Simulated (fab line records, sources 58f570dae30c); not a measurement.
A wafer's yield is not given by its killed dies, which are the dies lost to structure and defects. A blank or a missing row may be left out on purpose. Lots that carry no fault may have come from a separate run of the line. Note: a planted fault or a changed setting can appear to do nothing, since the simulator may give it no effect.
The tool behind it: which one? + flow berkeley_cmos170 + 39 wafers from 13 lots sampled at 4 of the route's 331 steps

## WHAT THE GAUGES READ, wafer by wafer
UCB170_V2_CD_MEAS_90: target cd 700 nm.
| lot  | measured     | on        | cd_nm (nm)        |
|------|--------------|-----------|-------------------|
| L588 | day 7 00:07  | cd_sem-02 | 697.2 699.3 699.6 |
| L590 | day 8 04:55  | cd_sem-02 | 698.1 697.9 696.5 |
| L591 | day 8 05:32  | cd_sem-01 | 704.8 701.8 701.1 |
| L589 | day 8 21:47  | cd_sem-02 | 696.9 698.1 698.2 |
| L594 | day 9 02:01  | cd_sem-01 | 700.4 701.6 701.3 |
| L593 | day 9 09:52  | cd_sem-01 | 701.8 700.1 700.6 |
| L595 | day 9 11:07  | cd_sem-01 | 698.6 698.5 699.5 |
| L596 | day 9 11:57  | cd_sem-02 | 695.9 697.3 696.6 |
| L599 | day 10 05:11 | cd_sem-02 | 699.7 698.4 699.0 |
| L600 | day 10 16:02 | cd_sem-02 | 700.9 702.1 702.0 |
| L603 | day 10 17:36 | cd_sem-02 | 699.9 699.4 698.4 |
| L601 | day 10 19:47 | cd_sem-02 | 698.6 700.4 698.3 |
| L611 | day 12 00:41 | cd_sem-01 | 704.4 702.0 703.4 |

UCB170_M3_RS_MEAS_02: a four-point-probe measurement.
| lot  | measured     | on            | M3_AL_RS (ohm/sq)    |
|------|--------------|---------------|----------------------|
| L588 | day 7 00:23  | film_metro-01 | 0.0321 0.0321 0.0315 |
| L590 | day 8 05:11  | film_metro-03 | 0.0321 0.0321 0.0321 |
| L591 | day 8 05:50  | film_metro-01 | 0.0321 0.0320 0.0323 |
| L589 | day 8 22:03  | film_metro-01 | 0.0317 0.0317 0.0316 |
| L594 | day 9 02:17  | film_metro-03 | 0.0320 0.0321 0.0323 |
| L593 | day 9 10:08  | film_metro-02 | 0.0316 0.0314 0.0316 |
| L595 | day 9 11:23  | film_metro-03 | 0.0319 0.0319 0.0324 |
| L596 | day 9 12:13  | film_metro-02 | 0.0318 0.0319 0.0317 |
| L599 | day 10 05:28 | film_metro-01 | 0.0322 0.0322 0.0323 |
| L600 | day 10 16:19 | film_metro-01 | 0.0313 0.0316 0.0317 |
| L603 | day 10 17:52 | film_metro-02 | 0.0322 0.0323 0.0319 |
| L601 | day 10 20:04 | film_metro-01 | 0.0323 0.0326 0.0328 |
| L611 | day 12 00:58 | film_metro-03 | 0.0326 0.0326 0.0327 |

## WHICH TOOL RAN EACH LOT (tool, then ch and the chambers of the sampled wafers, then the start)
| lot  | UCB170_M2_STRIP_19                   | UCB170_V2_CMP_02              |
|------|--------------------------------------|-------------------------------|
| L588 | plasma_asher-04 ch 0,1, day 6 20:48  | cmp-02 ch 0,2,3, day 6 21:24  |
| L590 | plasma_asher-04 ch 0,1, day 8 02:04  | cmp-02 ch 0,1,2, day 8 02:29  |
| L591 | plasma_asher-01 ch 0,1, day 8 02:51  | cmp-02 ch 0,1,3, day 8 03:20  |
| L589 | plasma_asher-01 ch 1, day 8 18:41    | cmp-01 ch 0,1,3, day 8 19:13  |
| L594 | plasma_asher-01 ch 0, day 8 22:01    | cmp-01 ch 1,3, day 8 22:28    |
| L593 | plasma_asher-01 ch 0,1, day 9 06:45  | cmp-02 ch 0,1,3, day 9 07:20  |
| L595 | plasma_asher-04 ch 0,1, day 9 08:41  | cmp-02 ch 0,3, day 9 09:14    |
| L596 | plasma_asher-04 ch 0, day 9 09:33    | cmp-02 ch 0,2,3, day 9 09:59  |
| L599 | plasma_asher-01 ch 0,1, day 10 02:24 | cmp-02 ch 0,3, day 10 02:50   |
| L600 | plasma_asher-03 ch 0,1, day 10 13:01 | cmp-01 ch 0,1,2, day 10 13:32 |
| L603 | plasma_asher-03 ch 0,1, day 10 13:50 | cmp-01 ch 1,2,3, day 10 14:16 |
| L601 | plasma_asher-04 ch 0,1, day 10 14:56 | cmp-01 ch 0,1, day 10 15:40   |
| L611 | plasma_asher-01 ch 0,1, day 11 21:53 | cmp-02 ch 1,2,3, day 11 22:23 |
- UCB170_M2_STRIP_19: strips in O2.
- UCB170_V2_CMP_02: polishes SiO2.

## AS READ BY THE TOOLS THEMSELVES (means over the sampled wafers that have a number; for cases with no such wafer, the mark the record gives instead)
UCB170_M2_STRIP_19.
| lot  | tool            | drypump_motor_current_A (A) | oes_product_au (a.u.) |
|------|-----------------|-----------------------------|-----------------------|
| L588 | plasma_asher-04 | 5.6                         | 0.561                 |
| L590 | plasma_asher-04 | 5.5                         | 0.553                 |
| L591 | plasma_asher-01 | 6.2                         | 0.544                 |
| L589 | plasma_asher-01 | 5.6                         | 0.549                 |
| L594 | plasma_asher-01 | 6.6                         | 0.552                 |
| L593 | plasma_asher-01 | 6.3                         | 0.542                 |
| L595 | plasma_asher-04 | 5.5                         | 0.563                 |
| L596 | plasma_asher-04 | 5.5                         | 0.528                 |
| L599 | plasma_asher-01 | 6.2                         | 0.523                 |
| L600 | plasma_asher-03 | 5.1                         | 0.531                 |
| L603 | plasma_asher-03 | 5.1                         | 0.551                 |
| L601 | plasma_asher-04 | 5.5                         | 0.528                 |
| L611 | plasma_asher-01 | 5.9                         | 0.554                 |

UCB170_V2_CMP_02.
| lot  | tool   | edge_zone_pressure_frac | motor_current_A (A) |
|------|--------|-------------------------|---------------------|
| L588 | cmp-02 | 1.003                   | 15.0                |
| L590 | cmp-02 | 1.000                   | 15.7                |
| L591 | cmp-02 | 1.003                   | 16.1                |
| L589 | cmp-01 | 0.999                   | 16.5                |
| L594 | cmp-01 | 1.003                   | 15.3                |
| L593 | cmp-02 | 1.005                   | 16.4                |
| L595 | cmp-02 | 1.002                   | 16.1                |
| L596 | cmp-02 | 0.999                   | 15.5                |
| L599 | cmp-02 | 0.999                   | 16.1                |
| L600 | cmp-01 | 1.004                   | 17.3                |
| L603 | cmp-01 | 1.001                   | 16.1                |
| L601 | cmp-01 | 1.004                   | 18.0                |
| L611 | cmp-02 | 0.995                   | 15.7                |

## THE ANSWER, worked out from the rows above alone
Rule: what is usual is taken from the lots themselves. The widest of any qualifying gaps counts: lots, ordered by their means at a reading, are off when they make up no more than a third of the lots, leave a main group of 4 or more, and stand apart from it by 3 or more times the standard deviation of that group's means. Not used: any main group whose means are identical at the precision the tables above print for the reading. A lot without any number at a reading at which 4 lots or more have one is off too. The other lots that the step has rows for count as sound. After the gauges, taken in route order, come the tools' own readings; for these a lot's mean is taken, as printed above. At the first step where some lot is off, the reading lying furthest off is the one used; lots without a number count as furthest.
Nothing can be told from this: no lot is off at any reading shown.

## WHAT THE SIMULATOR HAD PUT IN
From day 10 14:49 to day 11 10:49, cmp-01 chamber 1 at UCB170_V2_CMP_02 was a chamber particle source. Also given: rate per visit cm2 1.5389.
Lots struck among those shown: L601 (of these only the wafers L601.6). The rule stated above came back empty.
